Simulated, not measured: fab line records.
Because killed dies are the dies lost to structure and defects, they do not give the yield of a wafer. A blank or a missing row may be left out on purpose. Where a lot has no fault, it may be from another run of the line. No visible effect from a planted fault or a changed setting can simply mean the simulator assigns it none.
Which of the tools did it? -- flow berkeley-cmos170 -- Sampling: 7 lots, 21 wafers, 2 of 331 route steps

## WHAT EACH GAUGE READ, for each wafer
UCB170_V1_THK_MEAS_04.
lot,measured,on,V1_POLISHED_THK (nm)
L348,day 8 18:22,film-metro-03,1001.6 1000.8 1002.2
L353,day 9 07:08,film-metro-04,1000.5 1000.4 999.5
L350,day 9 09:15,film-metro-04,999.8 1000.5 1000.1
L356,day 10 03:17,film-metro-02,1000.1 1000.6 1000.8
L358,day 10 22:46,film-metro-02,1000.5 1001.3 999.4
L366,day 11 16:54,film-metro-04,1000.2 1001.4 1001.1
L369,day 12 22:33,film-metro-02,1000.3 1001.2 1001.3

## EACH LOT AND THE TOOL THAT RAN IT (in order: tool; ch and the chambers of the sampled wafers; start)
lot,UCB170_M1_ETCH_11
L348,"rie-diel-03 ch 1,2,3, day 8 14:44"
L353,"rie-diel-04 ch 0,1,2, day 9 02:39"
L350,"rie-diel-04 ch 1,2, day 9 04:39"
L356,"rie-diel-02 ch 1,2, day 9 22:04"
L358,"rie-diel-02 ch 1,2,3, day 10 16:22"
L366,"rie-diel-04 ch 2,3, day 11 12:56"
L369,"rie-diel-04 ch 0,1,2, day 12 15:59"
- UCB170_M1_ETCH_11: etches BARC in N2/H2.

## THE ANSWER, worked out from the rows above alone
Rule: usual is defined by the lots themselves. Put in order of their means at a reading, lots are off if they are a third of the lots or fewer, leave a main group of 4 or more, and stand apart from it by a gap of 3 or more times the standard deviation of the main group's means; of several such gaps the widest counts. A main group whose means are all the same, to the digits that the tables above print for the reading, isn't used. A lot without any number at a reading at which 4 lots or more have one is off too. All remaining lots with rows at the step are treated as sound.
No lot is off on any of the readings shown, so nothing can be concluded from this.

## WHAT WAS PUT IN BY THE SIMULATOR
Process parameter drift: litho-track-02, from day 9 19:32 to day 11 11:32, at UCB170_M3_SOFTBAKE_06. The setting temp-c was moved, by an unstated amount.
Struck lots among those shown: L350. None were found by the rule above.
